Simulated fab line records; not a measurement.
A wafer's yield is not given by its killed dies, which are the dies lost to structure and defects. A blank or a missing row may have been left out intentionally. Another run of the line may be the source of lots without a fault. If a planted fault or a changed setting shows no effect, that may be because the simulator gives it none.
fab line records	flow rit_cmos
record lots=6	wafers=18	last_day=7
route steps=202 shown M1@186
lots that met no fault: taken from a fault-free run of the same line
start_h: hours from the record's opening day to when the first of the lot's shown wafers began	wait_h: time in hours since the lot's previous step	" same as the row above	L1.1+2: a row that stands for several wafers	- value missing, or start not given	* or withheld: withheld	< > ~ a bound
route shown NAME@n: names a module that has steps shown in the file, with the first one's number in the route	usual: mean and standard deviation over wafers with no fault	same: alike in all rows	chamber/n: place in a boat	sites: the reading at each site	_std_site: their standard deviation	_edge_site: inner sites' mean taken away from outer sites' mean	radius_mm: how far each site lies from the wafer's centre	mask NAME#n: copy n	behind: the tool/chamber that last shaped the wafer	hold: why the lot went on hold/how many hours it stayed there/how the hold came to an end	device: which transistor (n, p or np) failed to switch	end of line: the route-end tests of the same wafers	where a step has no rows: the recipe by itself	killed: dies that structure and defects cost at the first sort, which is not the same as the wafer's yield	map: the dies of a wafer, with x for killed, . for not killed, _ for no die there
set.NAME: the setting as run; set.NAME@STEP: as run at that earlier step	model.NAME: the simulator's own value behind a step, which no gauge read
lots at selected steps of the route; one table per step, one row per wafer
services: when a tool's chamber went out of use (start_h, in hours from the record's first day, below 0 if earlier), for how many hours, and the reason
## steps
# step RIT_M1_THK_MEAS_02
# recipe thk_meas_gauge=xrf	reads=Al_of_M1_SPUTTER_00
# usual M1_AL_THK=402/4.7
lot.wafer	tool	chamber	start_h	wait_h	M1_AL_THK[nm]
L878.1	film_metro-02	-	57.01	0.1	402
L878.3	"	-	"	"	404
L878.5	"	-	"	"	411
L888.2	film_metro-04	-	110.48	0.1	387
L888.4	"	-	"	"	393
L888.6	"	-	"	"	399
L897.1	film_metro-02	-	150.92	0.1	397
L897.3	"	-	"	"	400
L897.6	"	-	"	"	400
L898.2	film_metro-02	-	157.34	0.1	396
L898.3	"	-	"	"	401
L898.4	"	-	"	"	393
L900.2	film_metro-04	-	165.36	0.1	406
L900.4	"	-	"	"	407
L900.5	"	-	"	"	406
L901.2	film_metro-02	-	172.84	0.1	404
L901.3	"	-	"	"	402
L901.4	"	-	"	"	406
# step RIT_M1_HMDS_03
# recipe prime_time_s=60	prime_temp_c=140
# step RIT_M1_COAT_04
# recipe resist=NOVOLAK	spin_rpm=2000	resist_thk_nm=1300
# step RIT_M1_SOFTBAKE_05
# recipe resist=NOVOLAK	temp_c=90	time_s=60
# step RIT_M1_EXPOSE_06
# recipe mask_id=M12	na=0.6	source_shape=conventional	sigma_outer=0.5	target_cd_nm=2600	dose_mj=250
# step RIT_M1_PEB_07
# recipe resist=NOVOLAK	temp_c=withheld	time_s=withheld
# step RIT_M1_DEVELOP_08
# recipe resist=NOVOLAK	develop_time_s=68	dev_temp_c=23
# step RIT_M1_CD_MEAS_09
# recipe target_cd_nm=2600
# usual cd_nm=2599.4/2.2
lot.wafer	tool	chamber	start_h	wait_h	cd_nm
L878.1	cd_sem-02	-	58.24	-	2598.1
L878.3	"	-	"	"	2599.8
L878.5	"	-	"	"	2599.8
L888.2	cd_sem-02	-	111.56	-	2601.6
L888.4	"	-	"	"	2598.5
L888.6	"	-	"	"	2601.0
L897.1	cd_sem-02	-	151.86	-	2599.7
L897.3	"	-	"	"	2599.3
L897.6	"	-	"	"	2599.7
L898.2	cd_sem-01	-	158.29	-	2595.6
L898.3	"	-	"	"	2597.4
L898.4	"	-	"	"	2598.1
L900.2	cd_sem-01	-	166.37	-	2598.4
L900.4	"	-	"	"	2600.0
L900.5	"	-	"	"	2599.0
L901.2	cd_sem-02	-	173.91	-	2594.2
L901.3	"	-	"	"	2595.6
L901.4	"	-	"	"	2594.0
# step RIT_M1_OVL_MEAS_10
# usual M1_OVL=0.8/1.7
lot.wafer	tool	chamber	start_h	wait_h	M1_OVL[nm]
L878.1	overlay-02	-	58.36	0.1	1.7
L878.3	"	-	"	"	-0.3
L878.5	"	-	"	"	-0.6
L888.2	overlay-02	-	111.66	0.1	1.2
L888.4	"	-	"	"	0.6
L888.6	"	-	"	"	0.0
L897.1	overlay-02	-	151.98	0.1	-0.4
L897.3	"	-	"	"	2.4
L897.6	"	-	"	"	-0.2
L898.2	overlay-01	-	158.40	0.1	2.5
L898.3	"	-	"	"	2.7
L898.4	"	-	"	"	2.2
L900.2	overlay-01	-	166.47	0.1	-1.5
L900.4	"	-	"	"	1.8
L900.5	"	-	"	"	0.8
L901.2	overlay-02	-	174.02	0.1	0.6
L901.3	"	-	"	"	-0.2
L901.4	"	-	"	"	0.4
# step RIT_M1_HARDBAKE_11
# recipe resist=NOVOLAK	temp_c=140	time_s=120
# step RIT_M1_METAL_ETCH_12
# recipe stop_on=SiO2	chemistry=Cl2/BCl3	target=Al	time_s=165	over_etch_frac=0.5	pressure_mtorr=100	target_depth_a=6000	rf_w=250	Cl2_flow_sccm=60	bcl3_flow_sccm=50
# usual chamber_pressure_mTorr=99.99/0.09	drypump_motor_current_A=5.6/0.64	oes_product_au=0.777/0.011	throttle_valve_pct=8.31/0.12
lot.wafer	tool	chamber	start_h	wait_h	chamber_pressure_mTorr	drypump_motor_current_A	oes_product_au	rf_hours_counter_h	throttle_valve_pct
L878.1	rie_metal-03	1	58.65	0.2	100.01	4.9	0.797	1	8.44
L878.3	"	0	"	"	100.06	5.8	0.787	-	8.37
L878.5	"	0	"	"	100.06	5.8	0.785	-	8.36
L888.2	rie_metal-04	1	112.14	0.2	100.01	4.9	0.752	-	8.37
L888.4	"	1	"	"	99.95	4.8	0.755	-	8.38
L888.6	"	1	"	"	99.98	4.8	0.754	-	8.37
L897.1	rie_metal-03	0	152.27	0.2	99.99	5.8	0.776	2	8.37
L897.3	"	0	"	"	100.02	5.8	0.784	-	8.39
L897.6	"	0	"	"	99.96	5.8	0.779	-	8.37
L898.2	rie_metal-04	1	158.68	0.2	100.03	4.8	0.773	0	8.37
L898.3	"	0	"	"	99.99	5.9	0.778	-	8.31
L898.4	"	1	"	"	100.04	4.8	0.781	-	8.35
L900.2	rie_metal-03	1	166.75	0.2	100.13	4.9	0.779	2	8.45
L900.4	"	0	"	"	100.00	5.8	0.787	-	8.36
L900.5	"	1	"	"	100.12	5.0	0.796	-	8.44
L901.2	rie_metal-04	1	174.30	0.2	99.96	4.9	0.784	0	8.36
L901.3	"	1	"	"	99.93	4.9	0.787	-	8.37
L901.4	"	0	"	"	99.88	5.9	0.776	-	8.30
# step RIT_M1_STRIP_13
# recipe chemistry=nmp	resist=NOVOLAK	temp_c=80	time_s=600	dry=n2_spin
# step RIT_M1_STRIP_14
# recipe chemistry=O2	time_s=180	platen_temp_c=withheld	power_w=500	pressure_mtorr=4000	o2_flow_sccm=4000
# usual chamber_pressure_mTorr=4000/3.8	drypump_motor_current_A=5.7/0.58	rf_refl_power_W=7.6/1.1
lot.wafer	tool	chamber	start_h	wait_h	chamber_pressure_mTorr	drypump_motor_current_A	rf_hours_counter_h	rf_refl_power_W
L878.1	plasma_asher-03	1	58.98	0.0	4001	5.2	39	8.6
L878.3	"	0	"	"	4001	5.5	-	7.2
L878.5	"	0	"	"	4003	5.5	-	7.1
L888.2	plasma_asher-03	1	112.61	0.0	3995	5.2	45	8.6
L888.4	"	0	"	"	4002	5.6	-	7.1
L888.6	"	0	"	"	3993	5.6	-	7.1
L897.1	plasma_asher-01	0	152.62	0.0	-	-	-	-
L897.3	"	1	"	"	-	-	-	-
L897.6	"	0	"	"	-	-	-	-
L898.2	plasma_asher-03	1	159.01	0.0	-	-	-	-
L898.3	"	0	"	"	-	-	-	-
L898.4	"	1	"	"	-	-	-	-
L900.2	plasma_asher-01	1	167.14	0.0	3990	6.6	37	6.5
L900.4	"	1	"	"	4003	6.6	-	6.5
L900.5	"	0	"	"	4005	4.9	-	9.7
L901.2	plasma_asher-04	1	174.63	0.0	3997	6.2	6	6.7
L901.3	"	1	"	"	4001	6.2	-	7.0
L901.4	"	0	"	"	3998	5.8	-	7.5
# step RIT_M1_CD_MEAS_90
# recipe target_cd_nm=2600
# usual cd_nm=2600.3/3
lot.wafer	tool	chamber	start_h	wait_h	cd_nm
L878.1	cd_sem-01	-	59.16	0.1	2598.3
L878.3	"	-	"	"	2605.5
L878.5	"	-	"	"	2604.9
L888.2	cd_sem-02	-	112.80	0.1	2602.8
L888.4	"	-	"	"	2600.3
L888.6	"	-	"	"	2601.9
L897.1	cd_sem-02	-	152.80	0.1	2601.8
L897.3	"	-	"	"	2602.3
L897.6	"	-	"	"	2601.5
L898.2	cd_sem-02	-	159.21	0.1	2593.9
L898.3	"	-	"	"	2593.6
L898.4	"	-	"	"	2597.1
L900.2	cd_sem-01	-	167.34	0.1	2598.5
L900.4	"	-	"	"	2605.2
L900.5	"	-	"	"	2599.7
L901.2	cd_sem-01	-	174.83	0.1	2594.6
L901.3	"	-	"	"	2595.7
L901.4	"	-	"	"	2590.8
# step RIT_M1_PROBE_99
# usual defect_limited_yield=97.4/1.1	killed_at_contacts=0.1/0.3	killed_at_front_end=6.9/2.9	killed_dies=7.0/2.9	killed_on_rim=1.8/1.4	killed_open=3.3/2	killed_short=3.7/2	sort_bin_3_pad_short=0.1/0.22	sort_bin_5_function=1.5/0.81	sort_bin_6_memory=1.0/0.64	sort_n_pass=257.0/2.9	sort_yield_pct=97.4/1.1
# same gross_dies=264	killed_at_M0_to_M3=0	killed_at_M4_up=0	killed_at_back_side=0	killed_at_other=0
lot.wafer	tool	chamber	start_h	wait_h	defect_limited_yield[%]	killed_at_contacts	killed_at_front_end	killed_dies	killed_on_rim	killed_open	killed_short	sort_bin_3_pad_short[%]	sort_bin_5_function[%]	sort_bin_6_memory[%]	sort_n_pass	sort_yield_pct[%]
L878.1	prober-01	-	60.90	0.1	97.3	0	7	7	2	4	3	0	2.7	0	257.0	97.3
L878.3	prober-01	-	61.00	0.2	99.2	0	2	2	0	0	2	0	0.8	0	262.0	99.2
L878.5	prober-01	-	61.10	0.2	97.3	0	7	7	1	6	1	0.4	1.1	1.1	257.0	97.3
L888.2	prober-02	-	114.57	0.1	94.3	0	15	15	8	7	8	0.4	3.4	1.9	249.0	94.3
L888.4	prober-02	-	114.67	0.2	95.1	0	13	13	4	5	8	0.4	2.7	1.9	251.0	95.1
L888.6	prober-02	-	114.77	0.2	96.6	0	9	9	1	4	5	0	2.7	0.8	255.0	96.6
L897.1	prober-01	-	154.54	0.1	97.3	1	6	7	1	3	4	0	1.9	0.8	257.0	97.3
L897.3	prober-01	-	154.64	0.2	97.3	0	7	7	0	3	4	0	1.1	1.5	257.0	97.3
L897.6	prober-01	-	154.79	0.2	98.1	1	4	5	0	2	3	0	0.8	1.1	259.0	98.1
L898.2	prober-01	-	160.98	0.1	98.1	0	5	5	0	3	2	0.4	1.1	0.4	259.0	98.1
L898.3	prober-01	-	161.03	0.2	98.5	0	4	4	1	2	2	0.4	0.8	0.4	260.0	98.5
L898.4	prober-01	-	161.08	0.2	97.0	0	8	8	3	4	4	0	2.3	0.8	256.0	97.0
L900.2	prober-01	-	169.11	0.1	97.7	0	6	6	1	4	2	0	1.5	0.8	258.0	97.7
L900.4	prober-01	-	169.21	0.2	98.5	0	4	4	2	2	2	0.4	0.8	0.4	260.0	98.5
L900.5	prober-01	-	169.26	0.2	99.2	0	2	2	0	1	1	0	0.8	0	262.0	99.2
L901.2	prober-02	-	176.60	0.1	97.3	1	6	7	1	6	1	0.4	0.8	1.5	257.0	97.3
L901.3	prober-02	-	176.65	0.2	96.6	0	9	9	2	6	3	0	1.9	1.5	255.0	96.6
L901.4	prober-02	-	176.70	0.2	98.1	0	5	5	0	3	2	0	0.8	1.1	259.0	98.1
# killed by level:class
L878.1 FOX2:geometric_particle:open=2 GATE:geometric_particle:short=2 GATE:geometric_particle:open=1 REOX:geometric_particle:short=1 SILICIDE:geometric_particle:open=1
L878.3 FOX2:geometric_particle:short=1 SILICIDE:geometric_particle:short=1
L878.5 FOX1:geometric_particle:open=2 GATE:geometric_particle:short=1 GATE:geometric_particle:open=1 REOX:geometric_particle:open=1 SPACER:geometric_particle:open=1 SILICIDE:geometric_particle:open=1
L888.2 GATE:geometric_particle:open=4 SPACER:geometric_particle:short=3 FOX1:geometric_particle:short=2 SPACER:geometric_particle:open=2 GATE:geometric_particle:short=1 SILICIDE:geometric_particle:short=1 STARTING-WAFER:geometric_particle:open=1 STARTING-WAFER:geometric_particle:short=1
L888.4 GATE:geometric_particle:short=4 GATE:geometric_particle:open=3 SPACER:geometric_particle:short=2 FOX1:geometric_particle:open=1 FOX2:geometric_particle:open=1 REOX:geometric_particle:short=1 SILICIDE:geometric_particle:short=1
L888.6 FOX1:geometric_particle:short=3 SPACER:geometric_particle:open=2 FOX1:geometric_particle:open=1 GATE:geometric_particle:short=1 GATE:geometric_particle:open=1 SPACER:geometric_particle:short=1
L897.1 GATE:geometric_particle:short=2 SPACER:geometric_particle:open=2 FOX1:geometric_particle:short=1 GATE:geometric_particle:open=1 CONTACT:geometric_particle:short=1
L897.3 GATE:geometric_particle:short=3 FOX1:geometric_particle:short=1 GATE:geometric_particle:open=1 SPACER:geometric_particle:open=1 SILICIDE:geometric_particle:open=1
L897.6 GATE:geometric_particle:open=2 GATE:geometric_particle:short=2 CONTACT:geometric_particle:short=1
L898.2 GATE:geometric_particle:open=2 GATE:geometric_particle:short=1 REOX:geometric_particle:open=1 SILICIDE:geometric_particle:short=1
L898.3 GATE:geometric_particle:short=2 FOX1:geometric_particle:open=1 SPACER:geometric_particle:open=1
L898.4 GATE:geometric_particle:open=4 REOX:geometric_particle:short=2 FOX2:geometric_particle:short=1 GATE:geometric_particle:short=1
L900.2 SILICIDE:geometric_particle:open=2 FOX2:geometric_particle:open=1 GATE:geometric_particle:short=1 SPACER:geometric_particle:open=1 SILICIDE:geometric_particle:short=1
L900.4 SPACER:geometric_particle:short=2 FOX2:geometric_particle:open=1 GATE:geometric_particle:open=1
L900.5 FOX1:geometric_particle:open=1 FOX1:geometric_particle:short=1
L901.2 GATE:geometric_particle:open=3 SPACER:geometric_particle:open=1 SILICIDE:geometric_particle:short=1 SILICIDE:geometric_particle:open=1 CONTACT:geometric_particle:open=1
L901.3 REOX:geometric_particle:open=3 GATE:geometric_particle:open=2 REOX:geometric_particle:short=2 FOX2:geometric_particle:short=1 SPACER:geometric_particle:open=1
L901.4 GATE:geometric_particle:open=2 SPACER:geometric_particle:short=2 REOX:geometric_particle:open=1
## services
tool	chamber	start_h	hours	kind
plasma_asher-04	-	43.96	1.8	repair
rie_metal-04	0	59.40	90.1	repair
plasma_asher-01	-	78.99	1.2	repair
rie_metal-04	1	84.29	11.0	repair
plasma_asher-04	-	100.62	2.8	pm
plasma_asher-01	-	101.44	14.6	pm
plasma_asher-04	-	108.75	9.0	pm
plasma_asher-04	0	108.75	9.0	vent_cycle
plasma_asher-04	1	108.75	9.0	vent_cycle
plasma_asher-04	0	117.75	-	clean
plasma_asher-04	1	117.75	-	clean
plasma_asher-04	-	126.64	2.2	repair
rie_metal-04	-	136.12	20.0	pm
rie_metal-04	0	136.12	20.0	vent_cycle
rie_metal-04	1	136.12	20.0	vent_cycle
rie_metal-04	0	156.12	-	clean
rie_metal-04	1	156.12	-	clean
plasma_asher-04	-	166.23	7.6	repair
plasma_asher-03	-	166.43	3.4	repair
## key
first_sign step=RIT_M1_STRIP_14	reading=tool_record	direction=missing
effect none on later readings
met_at RIT_M1_STRIP_14
struck_wafers L897.1,L897.3,L897.6,L898.2,L898.3,L898.4
onset_between 112.61 152.62
fault kind=skipped_step_whole	tool=plasma_asher-01,plasma_asher-03	chamber=-	onset_h=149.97	steps=RIT_M1_STRIP_14	scope=struck_lots_only
